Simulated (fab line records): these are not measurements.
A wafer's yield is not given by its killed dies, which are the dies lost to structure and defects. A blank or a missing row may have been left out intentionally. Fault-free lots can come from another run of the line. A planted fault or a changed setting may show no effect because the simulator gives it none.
fab line records | flow berkeleyCmos170
[record] lots = 15 wafers = 45 lastDay = 12
route steps=331 shown WELLDRIVE@57 PLDD@155 NSD@188 CONTACT@232
lots untouched by any fault: they come from a run of this same line in which no faults occurred
startH: hours from the record's opening day to when the first of the lot's shown wafers began | waitH: hours from the lot's prior step to this one | " identical to the entry in the row above | L1.1+2: a single row standing in for several wafers | - value missing, or start not given | * or withheld: withheld | < > ~ a bound
route shown NAME@n: names a module that has steps shown in the file, with the first one's number in the route | usual: average and standard deviation across the fault-free wafers | same: alike in all rows | chamber/n: place in a boat | sites: per-site readings | _std_site: the values' standard deviation | _edge_site: inner sites' mean taken away from outer sites' mean | radiusMm: how far each site lies from the wafer's centre | mask NAME#n: copy n | behind: the tool/chamber that last shaped the wafer | hold: what put the lot on hold/how long, in hours/how the hold closed | device: transistor that didn't switch, given as n, p or np | end of line: the same wafers' tests at the end of the route | a step with no rows: only its recipe | killed: count of dies lost to structure and defects at first sort (not the wafer's yield) | map: a wafer's dies, marking killed ones x, the rest . and places with no die _
set.NAME: the setting that was run; set.NAME@STEP: the one run at that earlier step | model.NAME: the simulator's own value behind a step, which no gauge read
route steps across a sampled set of lots; one table per step, one row per wafer
services: when a tool's chamber went out of use (startH, in hours from the record's first day, below 0 if earlier), for how many hours, and the reason
[[steps]]
[step UCB170_WELLDRIVE_THK_MEAS_02]
[recipe] reads = SiO2_of_WELLDRIVE_OXIDATION_01
[usual] WELLDRIVE_OXIDE_THK = 201/3.7
// columns lot.wafer tool chamber startH waitH WELLDRIVE_OXIDE_THK[nm]
L832.1 filmMetro-03 - 85.28 0.0 191
L832.3 " - " " 193
L832.5 " - " " 195
L833.3 filmMetro-04 - 85.36 0.1 206
L833.4 " - " " 208
L833.6 " - " " 205
L835.1 filmMetro-03 - 94.38 0.0 201
L835.3 " - " " 202
L835.4 " - " " 204
L834.1 filmMetro-04 - 94.43 0.0 201
L834.4 " - " " 201
L834.6 " - " " 201
L836.1 filmMetro-03 - 101.94 0.0 203
L836.3 " - " " 205
L836.6 " - " " 205
L840.1 filmMetro-03 - 110.12 0.0 196
L840.2 " - " " 198
L840.3 " - " " 197
L838.3 filmMetro-04 - 110.13 0.0 204
L838.4 " - " " 201
L838.5 " - " " 200
L842.3 filmMetro-02 - 116.60 0.0 201
L842.5 " - " " 205
L842.6 " - " " 201
L846.3 filmMetro-03 - 129.03 0.0 203
L846.5 " - " " 200
L846.6 " - " " 207
L850.2 filmMetro-03 - 144.50 0.0 196
L850.4 " - " " 195
L850.5 " - " " 196
L851.1 filmMetro-02 - 147.49 0.0 204
L851.2 " - " " 207
L851.6 " - " " 203
L852.2 filmMetro-02 - 161.62 0.0 197
L852.3 " - " " 198
L852.5 " - " " 198
L853.1 filmMetro-03 - 165.34 0.0 196
L853.2 " - " " 199
L853.5 " - " " 197
L854.1 filmMetro-02 - 167.88 0.0 205
L854.2 " - " " 205
L854.6 " - " " 205
L855.2 filmMetro-03 - 179.25 0.0 204
L855.3 " - " " 204
L855.6 " - " " 201
[step UCB170_PLDD_STRIP_10]
[recipe] chemistry = O2 powerW = 400 pressureMtorr = 3500 platenTempC = withheld o2FlowSccm = 400 overashFraction = 0.5
[usual] drypumpMotorCurrentA = 6.2/0.34 oesProductAu = 0.735/0.0048 stripTimeToEndpointS = 22.07/0.073
// columns lot.wafer tool chamber startH waitH drypumpMotorCurrentA oesProductAu rfHoursCounterH stripTimeToEndpointS
L834.1 plasmaAsher-04 0 147.22 0.1 6.3 0.730 36 22.13
L834.4 " 0 " " 6.3 0.727 - 22.10
L834.6 " 1 " " 6.5 0.736 - 22.08
L835.1 plasmaAsher-04 0 147.80 0.1 6.3 0.735 36 22.07
L835.3 " 1 " " 6.5 0.738 - 22.02
L835.4 " 0 " " 6.3 0.728 - 22.14
L833.3 plasmaAsher-03 1 148.08 0.1 6.1 0.727 - 22.07
L833.4 " 0 " " 5.8 0.722 - 22.09
L833.6 " 0 " " 5.8 0.733 - 22.13
L832.1 plasmaAsher-04 1 148.32 0.1 6.6 0.730 37 22.14
L832.3 " 1 " " 6.5 0.733 - 22.04
L832.5 " 0 " " 6.3 0.732 - 22.08
L836.1 plasmaAsher-04 1 156.98 0.1 6.6 0.747 38 22.13
L836.3 " 0 " " 6.3 0.726 - 22.11
L836.6 " 1 " " 6.6 0.733 - 22.14
L840.1 plasmaAsher-03 0 178.01 0.1 5.8 0.740 8 22.11
L840.2 " 1 " " 6.1 0.741 8 22.04
L840.3 " 1 " " 6.1 0.734 - 22.05
L842.3 plasmaAsher-04 1 178.31 0.1 6.6 0.737 - 21.88
L842.5 " 0 " " 6.2 0.740 - 22.00
L842.6 " 1 " " 6.6 0.740 - 21.98
L838.3 plasmaAsher-04 0 179.16 0.1 6.3 0.745 - 21.97
L838.4 " 1 " " 6.6 0.730 - 22.01
L838.5 " 0 " " 6.3 0.733 - 22.00
L846.3 plasmaAsher-03 0 204.28 0.1 5.8 0.734 - 22.06
L846.5 " 1 " " 6.1 0.732 - 22.02
L846.6 " 0 " " 5.8 0.738 - 22.07
L850.2 plasmaAsher-01 0 217.83 0.1 5.5 0.732 55 22.15
L850.4 " 1 " " 6.6 0.738 - 22.07
L850.5 " 1 " " 6.6 0.729 - 22.14
L851.1 plasmaAsher-04 0 218.10 0.1 6.3 0.739 45 22.13
L851.2 " 1 " " 6.6 0.729 45 22.08
L851.6 " 0 " " 6.3 0.739 - 22.11
L853.1 plasmaAsher-01 0 235.56 0.1 5.5 0.736 58 22.19
L853.2 " 1 " " 6.6 0.734 58 22.25
L853.5 " 0 " " 5.5 0.733 - 22.26
L852.2 plasmaAsher-04 1 235.84 0.1 6.5 0.737 47 21.99
L852.3 " 1 " " 6.6 0.731 - 21.99
L852.5 " 1 " " 6.6 0.736 - 21.99
L854.1 plasmaAsher-04 1 244.00 0.1 6.6 0.733 48 22.22
L854.2 " 0 " " 6.3 0.728 48 22.19
L854.6 " 1 " " 6.5 0.735 - 22.20
L855.2 plasmaAsher-03 1 253.25 0.1 6.1 0.736 17 22.05
L855.3 " 0 " " 5.8 0.732 - 22.04
L855.6 " 1 " " 6.1 0.727 - 22.04
[step UCB170_NSD_COAT_01]
[recipe] resist = KrF spinRpm = 1500 resistThkNm = 900
[usual] chillPlateTempC = 22.98/0.096 dispensePressureKPa = 47/3.4
// columns lot.wafer tool chamber startH waitH chillPlateTempC dispensePressureKPa
L834.1 lithoTrack-01 0 160.06 0.1 22.96 46
L834.4 " 0 " " 23.02 46
L834.6 " 0 " " 22.99 46
L835.1 lithoTrack-02 0 160.53 0.1 22.96 43
L835.3 " 0 " " 23.02 43
L835.4 " 0 " " 23.08 44
L833.3 lithoTrack-02 0 161.03 0.1 22.93 44
L833.4 " 0 " " 22.89 43
L833.6 " 0 " " 23.07 44
L832.1 lithoTrack-04 0 161.48 0.1 22.96 51
L832.3 " 0 " " 23.06 51
L832.5 " 0 " " 22.96 51
L836.1 lithoTrack-04 0 168.12 0.1 22.95 51
L836.3 " 0 " " 23.19 51
L836.6 " 0 " " 23.07 51
L840.1 lithoTrack-04 0 197.16 0.1 23.01 51
L840.2 " 0 " " 22.97 51
L840.3 " 0 " " 22.84 51
L838.3 lithoTrack-02 0 197.70 0.1 22.94 44
L838.4 " 0 " " 23.01 44
L838.5 " 0 " " 22.99 44
L842.3 lithoTrack-01 0 198.47 0.1 22.96 46
L842.5 " 0 " " 22.96 46
L842.6 " 0 " " 23.03 46
L846.3 lithoTrack-02 0 214.12 0.1 22.98 44
L846.5 " 0 " " 22.96 44
L846.6 " 0 " " 22.95 44
L851.1 lithoTrack-04 0 229.47 0.1 23.00 51
L851.2 " 0 " " 23.00 51
L851.6 " 0 " " 23.00 51
L850.2 lithoTrack-04 - 229.95 0.1 - -
L850.4 " - " " - -
L850.5 " - " " - -
L853.1 lithoTrack-04 - 245.95 0.1 - -
L853.2 " - " " - -
L853.5 " - " " - -
L852.2 lithoTrack-01 - 246.31 0.1 - -
L852.3 " - " " - -
L852.5 " - " " - -
L854.1 lithoTrack-01 0 254.10 0.1 23.09 46
L854.2 " 0 " " 23.06 46
L854.6 " 0 " " 23.01 46
L855.2 lithoTrack-01 0 261.72 0.1 23.20 46
L855.3 " 0 " " 23.03 46
L855.6 " 0 " " 23.01 46
[step UCB170_NSD_CD_MEAS_06]
[recipe] targetCdNm = 1200
[usual] cdNm = 1200.3/1.6
// columns lot.wafer tool chamber startH waitH cdNm
L834.1 cdSem-01 - 162.01 - 1198.9
L834.4 " - " " 1199.6
L834.6 " - " " 1198.5
L835.1 cdSem-01 - 162.73 - 1202.7
L835.3 " - " " 1201.8
L835.4 " - " " 1202.3
L833.3 cdSem-02 - 163.05 - 1199.6
L833.4 " - " " 1199.7
L833.6 " - " " 1200.1
L832.1 cdSem-01 - 163.11 - 1198.9
L832.3 " - " " 1200.2
L832.5 " - " " 1199.1
L836.1 cdSem-01 - 169.01 - 1201.8
L836.3 " - " " 1202.5
L836.6 " - " " 1201.3
L840.1 cdSem-02 - 199.07 - 1199.9
L840.2 " - " " 1200.9
L840.3 " - " " 1199.5
L838.3 cdSem-01 - 199.95 - 1200.0
L838.4 " - " " 1200.2
L838.5 " - " " 1199.4
L842.3 cdSem-01 - 200.07 - 1203.6
L842.5 " - " " 1202.3
L842.6 " - " " 1202.0
L846.3 cdSem-01 - 215.11 - 1202.7
L846.5 " - " " 1204.4
L846.6 " - " " 1203.9
L851.1 cdSem-01 - 230.95 - 1201.4
L851.2 " - " " 1200.9
L851.6 " - " " 1200.9
L850.2 cdSem-02 - 231.87 - -
L850.4 " - " " -
L850.5 " - " " -
L853.1 cdSem-02 - 246.77 - -
L853.2 " - " " -
L853.5 " - " " -
L852.2 cdSem-02 - 247.12 - -
L852.3 " - " " -
L852.5 " - " " -
L854.1 cdSem-01 - 255.37 - 1200.3
L854.2 " - " " 1201.3
L854.6 " - " " 1200.3
L855.2 cdSem-02 - 262.45 - 1200.6
L855.3 " - " " 1202.0
L855.6 " - " " 1201.8
[step UCB170_CONTACT_OVL_MEAS_16]
[usual] CONTACT_OVL = 0/6.2
// columns lot.wafer tool chamber startH waitH CONTACT_OVL[nm]
L834.1 overlay-01 - 175.67 0.1 0
L834.4 " - " " -13
L834.6 " - " " -12
L833.3 overlay-02 - 176.51 0.1 -2
L833.4 " - " " 1
L833.6 " - " " -5
L835.1 overlay-01 - 176.59 0.1 -1
L835.3 " - " " 0
L835.4 " - " " -3
L832.1 overlay-01 - 178.22 0.1 6
L832.3 " - " " 2
L832.5 " - " " 1
L836.1 overlay-01 - 181.56 0.1 4
L836.3 " - " " 2
L836.6 " - " " 3
L840.1 overlay-01 - 209.15 0.1 5
L840.2 " - " " 1
L840.3 " - " " 1
L838.3 overlay-02 - 209.74 0.1 -6
L838.4 " - " " -5
L838.5 " - " " -4
L842.3 overlay-01 - 210.34 0.1 -14
L842.5 " - " " -8
L842.6 " - " " -11
L846.3 overlay-02 - 222.31 0.1 -4
L846.5 " - " " -5
L846.6 " - " " 4
L851.1 overlay-01 - 240.26 0.1 -5
L851.2 " - " " 0
L851.6 " - " " -4
L850.2 overlay-01 - 240.40 0.1 11
L850.4 " - " " 4
L850.5 " - " " 12
L853.1 overlay-01 - 253.34 0.1 7
L853.2 " - " " 8
L853.5 " - " " 3
L852.2 overlay-01 - 253.59 0.1 5
L852.3 " - " " 0
L852.5 " - " " -3
L854.1 overlay-02 - 262.51 0.1 -10
L854.2 " - " " -8
L854.6 " - " " -7
L855.2 overlay-01 - 270.10 0.1 -9
L855.3 " - " " -4
L855.6 " - " " -12
[[services]]
// columns tool chamber startH hours kind
plasmaAsher-01 - 152.76 8.7 repair
plasmaAsher-01 - 190.57 3.3 repair
plasmaAsher-04 - 228.96 2.9 repair
[[key]]
[firstSign] step = UCB170_NSD_COAT_01 reading = toolRecord direction = missing
[effect] step = UCB170_NSD_CD_MEAS_06 reading = cdNm direction = missing
metAt UCB170_NSD_COAT_01
struckLots L850,L852,L853
sortLeftOut L850.2,L850.4,L850.5,L852.2,L852.3,L852.5,L853.1,L853.2,L853.5
testerLeftOut L850,L852,L853
notActingAt UCB170_WELLDRIVE_THK_MEAS_02,UCB170_PLDD_STRIP_10,UCB170_CONTACT_OVL_MEAS_16
onsetBetween 229.47 229.95
[fault] kind = skippedStepWhole tool = lithoTrack-01,lithoTrack-04 chamber = - onsetH = 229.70 steps = UCB170_NSD_COAT_01 scope = struckLotsOnly
// testerLeftOut: of these lots the tester's yield and bins aren't shown, on N5 and GAA mostly nor the transistor test; their killed dies are dies lost to structure and defects alone, not to doping, threshold or leakage, so they don't give the yield
// sortLeftOut: the simulated sort isn't trusted on such a fault, so these wafers' sort isn't shown, and their yield isn't known
